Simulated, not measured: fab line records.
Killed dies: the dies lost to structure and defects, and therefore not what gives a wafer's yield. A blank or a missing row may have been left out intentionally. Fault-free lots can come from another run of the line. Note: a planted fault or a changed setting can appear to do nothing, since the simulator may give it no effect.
fab line records ; flow rit_cmos
record: lots: 7; wafers: 21; last_day: 7
route steps=202 shown NWELL@35 PWELL@39 WELLDRIVE@50 NRETRO@53 M1@202
lots with no fault: from the same line, run without faults
start_h: hours from the record's opening day to when the first of the lot's shown wafers began ; wait_h: hours from the lot's prior step to this one ; " unchanged from the row above ; L1.1+2: a row that stands for several wafers ; - no value present, or no start provided ; * or withheld: withheld ; < > ~ a bound
route shown NAME@n: names a module that has steps shown in the file, with the first one's number in the route ; usual: the fault-free wafers' mean and standard deviation ; same: alike in all rows ; chamber/n: place in a boat ; sites: each site's reading ; _std_site: their standard deviation ; _edge_site: outer sites' mean less inner sites' ; radius_mm: for every site, how far away it sits from the centre of the wafer ; mask NAME#n: copy n ; behind: the most recent tool/chamber to have shaped the wafer ; hold: why the lot was held/for how many hours/how that ended ; device: transistor that didn't switch, given as n, p or np ; end of line: the tests these same wafers got at the end of their route ; a step given without rows: its recipe and nothing more ; killed: dies that structure and defects cost at the first sort, which is not the same as the wafer's yield ; map: dies across one wafer; x = killed, . = not, _ = none there
set.NAME: the setting as run; set.NAME@STEP: as run at that earlier step ; model.NAME: the simulator's own value behind a step, which no gauge read
lots at selected steps of the route; one table per step, one row per wafer
services: when a tool's chamber went out of use (start_h, in hours from the record's first day, below 0 if earlier), for how many hours, and the reason
== steps ==
step: RIT_NWELL_HARDBAKE_07
recipe: resist: NOVOLAK; temp_c: 140; time_s: 120
step: RIT_NWELL_IMPLANT_08
recipe: species: P; energy_kev: 170; dose_cm2: 5e+13; tilt_deg: 7
step: RIT_NWELL_STRIP_09
recipe: chemistry: O2; time_s: 180; resist: NOVOLAK; platen_temp_c: withheld; power_w: 500; pressure_mtorr: 4000; o2_flow_sccm: 4000
usual: drypump_motor_current_A: 5.58/0.21; rf_refl_power_W: 6.9/1.2
lot.wafer;tool;chamber;start_h;wait_h;drypump_motor_current_A;rf_hours_counter_h;rf_refl_power_W
L830.1;plasma_asher-04;1;48.27;0.1;5.29;39;5.5
L830.2;plasma_asher-04;0;48.27;0.1;5.64;39;6.8
L830.5;plasma_asher-04;0;48.27;0.1;5.62;-;6.8
L831.4;plasma_asher-04;0;54.39;0.1;5.67;-;6.6
L831.5;plasma_asher-04;0;54.39;0.1;5.66;-;6.9
L831.6;plasma_asher-04;1;54.39;0.1;5.26;-;5.3
L832.1;plasma_asher-04;1;58.08;0.1;5.27;40;5.4
L832.3;plasma_asher-04;1;58.08;0.1;5.26;-;5.7
L832.5;plasma_asher-04;0;58.08;0.1;5.64;-;7.0
L833.1;plasma_asher-03;0;61.92;0.1;5.90;41;8.8
L833.2;plasma_asher-03;1;61.92;0.1;5.62;41;6.7
L833.6;plasma_asher-03;1;61.92;0.1;5.65;-;6.7
L834.2;plasma_asher-04;0;71.08;0.1;5.63;41;6.6
L834.3;plasma_asher-04;1;71.08;0.1;5.27;-;5.4
L834.5;plasma_asher-04;0;71.08;0.1;5.64;-;7.0
L835.2;plasma_asher-01;1;73.82;0.1;5.68;42;8.2
L835.3;plasma_asher-01;0;73.82;0.1;5.73;-;7.8
L835.4;plasma_asher-01;1;73.82;0.1;5.68;-;8.3
L843.2;plasma_asher-03;0;119.55;0.1;5.91;47;9.3
L843.4;plasma_asher-03;0;119.55;0.1;5.91;-;9.1
L843.6;plasma_asher-03;1;119.55;0.1;5.65;-;6.6
step: RIT_NWELL_TW_MEAS_10
usual: NWELL_TW: 2139/13
lot.wafer;tool;chamber;start_h;wait_h;NWELL_TW
L830.1;film_metro-02;-;48.45;0.1;2126
L830.2;film_metro-02;-;48.45;0.1;2119
L830.5;film_metro-02;-;48.45;0.1;2130
L831.4;film_metro-04;-;54.54;0.1;2131
L831.5;film_metro-04;-;54.54;0.1;2138
L831.6;film_metro-04;-;54.54;0.1;2141
L832.1;film_metro-04;-;58.25;0.1;2138
L832.3;film_metro-04;-;58.25;0.1;2139
L832.5;film_metro-04;-;58.25;0.1;2128
L833.1;film_metro-01;-;62.10;0.1;2141
L833.2;film_metro-01;-;62.10;0.1;2134
L833.6;film_metro-01;-;62.10;0.1;2144
L834.2;film_metro-02;-;71.26;0.1;2140
L834.3;film_metro-02;-;71.26;0.1;2132
L834.5;film_metro-02;-;71.26;0.1;2131
L835.2;film_metro-01;-;74.00;0.1;2148
L835.3;film_metro-01;-;74.00;0.1;2152
L835.4;film_metro-01;-;74.00;0.1;2142
L843.2;film_metro-01;-;119.74;0.1;2158
L843.4;film_metro-01;-;119.74;0.1;2178
L843.6;film_metro-01;-;119.74;0.1;2169
step: RIT_PWELL_HMDS_00
recipe: prime_time_s: 60; prime_temp_c: 140
step: RIT_PWELL_COAT_01
recipe: resist: NOVOLAK; spin_rpm: 2000; resist_thk_nm: 1300
step: RIT_PWELL_SOFTBAKE_02
recipe: resist: NOVOLAK; temp_c: 90; time_s: 61.77
usual: plate_sensor_t_centre_C: 90.969/0.0098; plate_sensor_t_edge_C: 91.021/0.0097
lot.wafer;tool;chamber;start_h;wait_h;plate_sensor_t_centre_C;plate_sensor_t_edge_C
L830.1;litho_track-03;0;48.81;0.1;90.961;91.007
L830.2;litho_track-03;0;48.81;0.1;90.969;91.032
L830.5;litho_track-03;0;48.81;0.1;90.954;91.014
L831.4;litho_track-02;0;54.95;0.1;90.981;90.995
L831.5;litho_track-02;0;54.95;0.1;90.959;91.027
L831.6;litho_track-02;0;54.95;0.1;90.970;91.026
L832.1;litho_track-03;0;58.61;0.1;90.980;91.022
L832.3;litho_track-03;0;58.61;0.1;90.975;91.019
L832.5;litho_track-03;0;58.61;0.1;90.973;91.016
L833.1;litho_track-03;0;62.46;0.1;90.966;91.021
L833.2;litho_track-03;0;62.46;0.1;90.964;91.026
L833.6;litho_track-03;0;62.46;0.1;90.970;91.035
L834.2;litho_track-03;0;71.64;0.1;90.966;91.025
L834.3;litho_track-03;0;71.64;0.1;90.966;91.020
L834.5;litho_track-03;0;71.64;0.1;90.981;91.039
L835.2;litho_track-04;0;74.60;0.1;90.970;91.011
L835.3;litho_track-04;0;74.60;0.1;90.966;91.021
L835.4;litho_track-04;0;74.60;0.1;90.979;91.011
L843.2;litho_track-03;0;120.11;0.1;90.968;91.019
L843.4;litho_track-03;0;120.11;0.1;90.983;91.029
L843.6;litho_track-03;0;120.11;0.1;90.980;91.040
step: RIT_PWELL_EXPOSE_03
recipe: mask_id: M3; na: 0.57; target_cd_nm: 43700; dose_mj: 250
step: RIT_PWELL_PEB_04
recipe: resist: NOVOLAK; temp_c: withheld; time_s: withheld
step: RIT_PWELL_DEVELOP_05
recipe: resist: NOVOLAK; develop_time_s: 68; dev_temp_c: 23
step: RIT_PWELL_OVL_MEAS_06
usual: PWELL_OVL: 1.4/1.4
lot.wafer;tool;chamber;start_h;wait_h;PWELL_OVL[nm]
L830.1;overlay-01;-;49.51;-;0.9
L830.2;overlay-01;-;49.51;-;1.2
L830.5;overlay-01;-;49.51;-;0.7
L831.4;overlay-01;-;55.47;-;0.7
L831.5;overlay-01;-;55.47;-;0.9
L831.6;overlay-01;-;55.47;-;1.8
L832.1;overlay-01;-;59.19;-;-0.8
L832.3;overlay-01;-;59.19;-;0.7
L832.5;overlay-01;-;59.19;-;-0.6
L833.1;overlay-02;-;63.16;-;1.3
L833.2;overlay-02;-;63.16;-;2.0
L833.6;overlay-02;-;63.16;-;1.1
L834.2;overlay-01;-;72.33;-;0.8
L834.3;overlay-01;-;72.33;-;2.1
L834.5;overlay-01;-;72.33;-;1.6
L835.2;overlay-01;-;75.28;-;1.1
L835.3;overlay-01;-;75.28;-;2.0
L835.4;overlay-01;-;75.28;-;3.1
L843.2;overlay-01;-;120.67;-;4.3
L843.4;overlay-01;-;120.67;-;2.8
L843.6;overlay-01;-;120.67;-;3.7
step: RIT_PWELL_HARDBAKE_07
recipe: resist: NOVOLAK; temp_c: 140; time_s: 120
step: RIT_PWELL_IMPLANT_08
recipe: species: B; energy_kev: 170; dose_cm2: 7e+13; tilt_deg: 7
usual: beam_energy_keV: 170.00/0.048
lot.wafer;tool;chamber;start_h;wait_h;beam_energy_keV;model.implant.rp_nm;model.implant.drp_nm
L830.1;implanter-02;0;49.80;0.2;169.97;471.8;102.9
L830.2;implanter-02;0;49.80;0.2;169.99;471.8;102.9
L830.5;implanter-02;0;49.80;0.2;169.97;471.8;102.9
L831.4;implanter-02;0;55.81;0.2;170.06;470.6;102.9
L831.5;implanter-02;0;55.81;0.2;170.02;470.6;102.9
L831.6;implanter-02;0;55.81;0.2;169.99;470.6;102.9
L832.1;implanter-02;0;59.48;0.2;220.91;568.7;111.6
L832.3;implanter-02;0;59.48;0.2;220.94;568.7;111.6
L832.5;implanter-02;0;59.48;0.2;220.92;568.7;111.6
L833.1;implanter-02;0;63.45;0.2;221.00;572.4;111.6
L833.2;implanter-02;0;63.45;0.2;220.97;572.4;111.6
L833.6;implanter-02;0;63.45;0.2;221.07;572.4;111.6
L834.2;implanter-02;0;72.67;0.2;220.95;608.6;111.6
L834.3;implanter-02;0;72.67;0.2;220.98;608.6;111.6
L834.5;implanter-02;0;72.67;0.2;220.99;608.6;111.6
L835.2;implanter-01;0;75.59;0.2;170.00;476.8;102.9
L835.3;implanter-01;0;75.59;0.2;169.90;476.8;102.9
L835.4;implanter-01;0;75.59;0.2;169.95;476.8;102.9
L843.2;implanter-01;0;120.98;0.2;170.09;484.3;102.9
L843.4;implanter-01;0;120.98;0.2;170.00;484.3;102.9
L843.6;implanter-01;0;120.98;0.2;170.02;484.3;102.9
step: RIT_PWELL_STRIP_09
recipe: chemistry: O2; time_s: 180; resist: NOVOLAK; platen_temp_c: withheld; power_w: 500; pressure_mtorr: 4000; o2_flow_sccm: 4000
usual: drypump_motor_current_A: 5.7/0.4; rf_refl_power_W: 6.9/1.1
lot.wafer;tool;chamber;start_h;wait_h;drypump_motor_current_A;rf_hours_counter_h;rf_refl_power_W
L830.1;plasma_asher-04;0;49.95;0.1;5.7;40;6.7
L830.2;plasma_asher-04;1;49.95;0.1;5.3;40;5.4
L830.5;plasma_asher-04;0;49.95;0.1;5.7;-;6.7
L831.4;plasma_asher-02;0;55.94;0.1;5.5;-;7.9
L831.5;plasma_asher-02;1;55.94;0.1;6.6;-;7.2
L831.6;plasma_asher-02;0;55.94;0.1;5.5;-;8.0
L832.1;plasma_asher-02;1;59.63;0.1;6.7;28;7.2
L832.3;plasma_asher-02;1;59.63;0.1;6.6;-;7.1
L832.5;plasma_asher-02;1;59.63;0.1;6.6;-;7.1
L833.1;plasma_asher-01;1;63.60;0.1;5.7;41;8.3
L833.2;plasma_asher-01;0;63.60;0.1;5.7;41;7.5
L833.6;plasma_asher-01;1;63.60;0.1;5.7;-;8.3
L834.2;plasma_asher-01;1;72.80;0.1;5.7;42;8.2
L834.3;plasma_asher-01;1;72.80;0.1;5.6;-;8.1
L834.5;plasma_asher-01;0;72.80;0.1;5.7;-;7.5
L835.2;plasma_asher-01;0;75.71;0.1;5.7;42;7.8
L835.3;plasma_asher-01;0;75.71;0.1;5.7;-;7.4
L835.4;plasma_asher-01;1;75.71;0.1;5.7;-;8.3
L843.2;plasma_asher-04;0;121.10;0.1;5.6;47;6.8
L843.4;plasma_asher-04;0;121.10;0.1;5.6;-;6.6
L843.6;plasma_asher-04;1;121.10;0.1;5.3;-;5.4
step: RIT_PWELL_TW_MEAS_10
usual: PWELL_TW: 951/6.7
lot.wafer;tool;chamber;start_h;wait_h;PWELL_TW
L830.1;film_metro-01;-;50.12;0.1;952
L830.2;film_metro-01;-;50.12;0.1;949
L830.5;film_metro-01;-;50.12;0.1;952
L831.4;film_metro-01;-;56.09;0.1;950
L831.5;film_metro-01;-;56.09;0.1;952
L831.6;film_metro-01;-;56.09;0.1;943
L832.1;film_metro-04;-;59.81;0.1;958
L832.3;film_metro-04;-;59.81;0.1;957
L832.5;film_metro-04;-;59.81;0.1;960
L833.1;film_metro-02;-;63.77;0.1;955
L833.2;film_metro-02;-;63.77;0.1;954
L833.6;film_metro-02;-;63.77;0.1;955
L834.2;film_metro-02;-;72.98;0.1;957
L834.3;film_metro-02;-;72.98;0.1;952
L834.5;film_metro-02;-;72.98;0.1;959
L835.2;film_metro-01;-;75.90;0.1;952
L835.3;film_metro-01;-;75.90;0.1;955
L835.4;film_metro-01;-;75.90;0.1;949
L843.2;film_metro-02;-;121.29;0.1;937
L843.4;film_metro-02;-;121.29;0.1;938
L843.6;film_metro-02;-;121.29;0.1;941
step: RIT_WELLDRIVE_ANNEAL_00
recipe: temp_c: 1100; time_s: 14700; ambient: N2
step: RIT_WELLDRIVE_RS_MEAS_01
recipe: thk_meas_gauge: four-point-probe
usual: NWELL_RS: 275.3/0.68
lot.wafer;tool;chamber;start_h;wait_h;NWELL_RS[ohm/sq]
L830.1;film_metro-02;-;56.87;0.0;276.4
L830.2;film_metro-02;-;56.87;0.0;276.0
L830.5;film_metro-02;-;56.87;0.0;276.5
L831.4;film_metro-04;-;61.38;0.1;275.2
L831.5;film_metro-04;-;61.38;0.1;275.2
L831.6;film_metro-04;-;61.38;0.1;275.1
L832.1;film_metro-02;-;64.95;0.0;275.0
L832.3;film_metro-02;-;64.95;0.0;274.8
L832.5;film_metro-02;-;64.95;0.0;275.0
L833.1;film_metro-01;-;70.03;0.0;275.6
L833.2;film_metro-01;-;70.03;0.0;275.0
L833.6;film_metro-01;-;70.03;0.0;275.2
L834.2;film_metro-02;-;78.14;0.0;274.9
L834.3;film_metro-02;-;78.14;0.0;274.8
L834.5;film_metro-02;-;78.14;0.0;275.3
L835.2;film_metro-01;-;82.89;0.0;275.3
L835.3;film_metro-01;-;82.89;0.0;275.9
L835.4;film_metro-01;-;82.89;0.0;274.7
L843.2;film_metro-01;-;127.16;0.0;276.2
L843.4;film_metro-01;-;127.16;0.0;275.0
L843.6;film_metro-01;-;127.16;0.0;274.8
step: RIT_WELLDRIVE_RS_MEAS_02
recipe: thk_meas_gauge: four-point-probe
usual: PWELL_RS: 429.3/1.2
lot.wafer;tool;chamber;start_h;wait_h;PWELL_RS[ohm/sq]
L830.1;film_metro-02;-;56.99;0.1;428.4
L830.2;film_metro-02;-;56.99;0.1;427.7
L830.5;film_metro-02;-;56.99;0.1;427.1
L831.4;film_metro-04;-;61.50;0.1;428.4
L831.5;film_metro-04;-;61.50;0.1;428.1
L831.6;film_metro-04;-;61.50;0.1;426.9
L832.1;film_metro-02;-;65.07;0.1;417.5
L832.3;film_metro-02;-;65.07;0.1;418.6
L832.5;film_metro-02;-;65.07;0.1;418.0
L833.1;film_metro-01;-;70.15;0.1;418.2
L833.2;film_metro-01;-;70.15;0.1;417.2
L833.6;film_metro-01;-;70.15;0.1;417.7
L834.2;film_metro-02;-;78.26;0.1;417.8
L834.3;film_metro-02;-;78.26;0.1;415.7
L834.5;film_metro-02;-;78.26;0.1;417.9
L835.2;film_metro-01;-;83.01;0.1;428.9
L835.3;film_metro-01;-;83.01;0.1;429.8
L835.4;film_metro-01;-;83.01;0.1;430.6
L843.2;film_metro-01;-;127.28;0.1;429.1
L843.4;film_metro-01;-;127.28;0.1;429.0
L843.6;film_metro-01;-;127.28;0.1;428.6
step: RIT_NRETRO_HMDS_00
recipe: prime_time_s: 60; prime_temp_c: 140
step: RIT_M1_PROBE_99
usual: killed_at_front_end: 6.9/2.9; killed_dies: 7.0/2.9; killed_open: 3.4/2.1; killed_short: 3.5/1.8
same: gross_dies: 264; killed_at_M0_to_M3: 0; killed_at_M4_up: 0; killed_at_back_side: 0; killed_at_contacts: 0; killed_at_other: 0
lot.wafer;tool;chamber;start_h;wait_h;killed_at_front_end;killed_dies;killed_open;killed_short;model.etest.nmos_0p3.r_on_ohm_um;model.etest.nmos_0p15.r_on_ohm_um;model.etest.nmos_turned.drive_ua_um;model.etest.nmos_0p15.drive_ua_um;model.etest.pwell_pinched.rs_ohm_sq;model.etest.nmos_0p3.drive_ua_um;model.etest.pwell.rs_ohm_sq;model.etest.nmos_narrow.drive_ua_um
L830.1;prober-02;-;89.18;0.1;8;8;5;3;2181;1149;302.5;454;462.6;220.9;413.6;221.6
L830.2;prober-02;-;89.23;0.1;2;2;1;1;2200;1146;310.2;461.2;458.2;222.3;413.7;223.1
L830.5;prober-02;-;89.38;0.2;7;7;4;3;2196;1182;302;447.2;465.3;219.6;412.7;221.8
L831.4;prober-01;-;92.20;0.2;11;11;5;6;2164;1135;304.9;465.5;456.2;224.3;413.2;220.1
L831.5;prober-01;-;92.25;0.2;8;8;6;2;2141;1136;313.9;478.8;462.1;232.8;417.4;225.4
L831.6;prober-01;-;92.30;0.2;8;8;2;6;2196;1170;295.4;454.3;462;224.9;422.3;214.4
L832.1;prober-02;-;95.04;0.1;4;4;1;3;2091;1107;333.6;485.5;440.4;235.8;399;232.9
L832.3;prober-02;-;95.14;0.2;5;5;2;3;2110;1075;332;484.8;435.3;234.8;399.7;228.7
L832.5;prober-02;-;95.24;0.2;3;3;1;2;2086;1076;341.6;492.9;444.1;235.8;400.7;228.5
L833.1;prober-01;-;101.87;0.1;6;6;3;3;2130;1113;313;482.4;437.7;232.4;399.8;222.8
L833.2;prober-01;-;101.92;0.1;2;2;2;0;2100;1070;325.6;490;435;231.2;401.8;221.7
L833.6;prober-01;-;102.12;0.2;4;4;1;3;2080;1080;323.8;490.5;439.6;236.2;400.2;226.6
L834.2;prober-02;-;108.24;0.1;4;4;1;3;2028;1091;334.4;493;435.3;249.5;396.6;225.7
L834.3;prober-02;-;108.29;0.2;11;11;8;3;2068;1127;330.3;494.4;438.4;249.8;397.8;234.6
L834.5;prober-02;-;108.39;0.2;5;5;1;4;2010;1077;343.5;498.4;441.1;253.4;400;235.1
L835.2;prober-01;-;112.97;0.1;6;6;3;3;2130;1097;336.2;483.7;462.8;228.8;417.2;225.4
L835.3;prober-01;-;113.02;0.2;8;8;7;1;2142;1130;319.1;465.8;457.9;223.7;419.8;218.4
L835.4;prober-01;-;113.07;0.2;8;8;3;5;2121;1121;335;478.5;456.1;233.3;410.4;228.5
L843.2;prober-01;-;157.85;0.1;10;10;5;5;2073;1102;343.9;507.1;467.2;247.5;414;241.2
L843.4;prober-01;-;157.95;0.2;8;8;4;4;2122;1128;322.3;485.2;460.1;237.8;414.3;234.1
L843.6;prober-01;-;158.05;0.2;6;6;3;3;2088;1089;329;498.1;453.6;238.8;408.6;233.6
killed by level:class
L830.1 FOX1:geometric_particle:open=3 FOX1:geometric_particle:short=2 FOX2:geometric_particle:open=1 GATE:geometric_particle:open=1 REOX:geometric_particle:short=1
L830.2 GATE:geometric_particle:open=1 GATE:geometric_particle:short=1
L830.5 GATE:geometric_particle:open=2 FOX1:geometric_particle:short=1 FOX1:geometric_particle:open=1 FOX2:geometric_particle:open=1 FOX2:geometric_particle:short=1 GATE:geometric_particle:short=1
L831.4 SPACER:geometric_particle:short=4 FOX1:geometric_particle:open=3 GATE:geometric_particle:open=2 FOX1:geometric_particle:short=1 SILICIDE:geometric_particle:short=1
L831.5 GATE:geometric_particle:open=3 SILICIDE:geometric_particle:open=2 FOX1:geometric_particle:short=1 FOX1:geometric_particle:open=1 GATE:geometric_particle:short=1
L831.6 FOX1:geometric_particle:short=3 GATE:geometric_particle:open=2 REOX:geometric_particle:short=2 GATE:geometric_particle:short=1
L832.1 REOX:geometric_particle:short=2 GATE:geometric_particle:short=1 SPACER:geometric_particle:open=1
L832.3 GATE:geometric_particle:short=2 REOX:geometric_particle:open=2 SPACER:geometric_particle:short=1
L832.5 FOX2:geometric_particle:short=1 GATE:geometric_particle:open=1 SPACER:geometric_particle:short=1
L833.1 SILICIDE:geometric_particle:open=2 FOX2:geometric_particle:open=1 GATE:geometric_particle:short=1 REOX:geometric_particle:short=1 SPACER:geometric_particle:short=1
L833.2 GATE:geometric_particle:open=1 SILICIDE:geometric_particle:open=1
L833.6 FOX1:geometric_particle:short=2 SPACER:geometric_particle:short=1 SILICIDE:geometric_particle:open=1
L834.2 FOX1:geometric_particle:short=1 REOX:geometric_particle:open=1 REOX:geometric_particle:short=1 SPACER:geometric_particle:short=1
L834.3 FOX1:geometric_particle:open=2 GATE:geometric_particle:short=2 REOX:geometric_particle:open=2 SPACER:geometric_particle:open=2 FOX2:geometric_particle:open=1 GATE:geometric_particle:open=1 REOX:geometric_particle:short=1
L834.5 SILICIDE:geometric_particle:short=3 FOX2:geometric_particle:short=1 GATE:geometric_particle:open=1
L835.2 GATE:geometric_particle:short=2 FOX1:geometric_particle:open=1 FOX2:geometric_particle:open=1 GATE:geometric_particle:open=1 SILICIDE:geometric_particle:short=1
L835.3 GATE:geometric_particle:open=4 REOX:geometric_particle:open=1 SPACER:geometric_particle:open=1 SILICIDE:geometric_particle:short=1 SILICIDE:geometric_particle:open=1
L835.4 GATE:geometric_particle:short=3 GATE:geometric_particle:open=1 REOX:geometric_particle:open=1 REOX:geometric_particle:short=1 SPACER:geometric_particle:short=1 SPACER:geometric_particle:open=1
L843.2 GATE:geometric_particle:open=3 GATE:geometric_particle:short=2 SPACER:geometric_particle:short=2 FOX1:geometric_particle:short=1 FOX2:geometric_particle:open=1 SILICIDE:geometric_particle:open=1
L843.4 SILICIDE:geometric_particle:short=2 GATE:geometric_particle:open=1 REOX:geometric_particle:open=1 REOX:geometric_particle:short=1 SPACER:geometric_particle:short=1 SPACER:geometric_particle:open=1 SILICIDE:geometric_particle:open=1
L843.6 GATE:geometric_particle:open=3 FOX1:geometric_particle:short=1 GATE:geometric_particle:short=1 REOX:geometric_particle:short=1
== services ==
tool;chamber;start_h;hours;kind
plasma_asher-04;-;37.92;1.1;repair
implanter-02;-;76.55;3.1;repair
plasma_asher-01;-;108.75;9.0;pm
plasma_asher-01;0;108.75;9.0;vent_cycle
plasma_asher-01;1;108.75;9.0;vent_cycle
plasma_asher-01;0;117.75;-;clean
plasma_asher-01;1;117.75;-;clean
== key ==
first_sign: step: RIT_PWELL_IMPLANT_08; reading: beam_energy_keV; direction: up; sigmas: 99+; usual: 170.00; struck: 220.97
effect: step: RIT_WELLDRIVE_RS_MEAS_02; reading: PWELL_RS; direction: down; sigmas: 9.7; usual: 429.3; struck: 417.6
model_effect: step: RIT_PWELL_IMPLANT_08; value: implant.rp_nm; without: 478.4; struck: 583.2
model_effect: step: RIT_M1_PROBE_99; value: etest.nmos_0p3.r_on_ohm_um; without: 2172; struck: 2078
met_at RIT_PWELL_IMPLANT_08
struck_wafers L832.1,L832.3,L832.5,L833.1,L833.2,L833.6,L834.2,L834.3,L834.5
tester_left_out L832,L833,L834
onset_between 55.81 59.48
fault: kind: process_parameter_drift; tool: implanter-02; chamber: -; onset_h: 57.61; steps: RIT_PWELL_IMPLANT_08; channel: energy_kev; offset: 51; shape: step; end_h: 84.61; acts_in: these_recipes_only; stated: 170
tester_left_out: of these lots the tester's yield and bins aren't shown, on N5 and GAA mostly nor the transistor test; their killed dies are dies lost to structure and defects alone, not to doping, threshold or leakage, so they don't give the yield
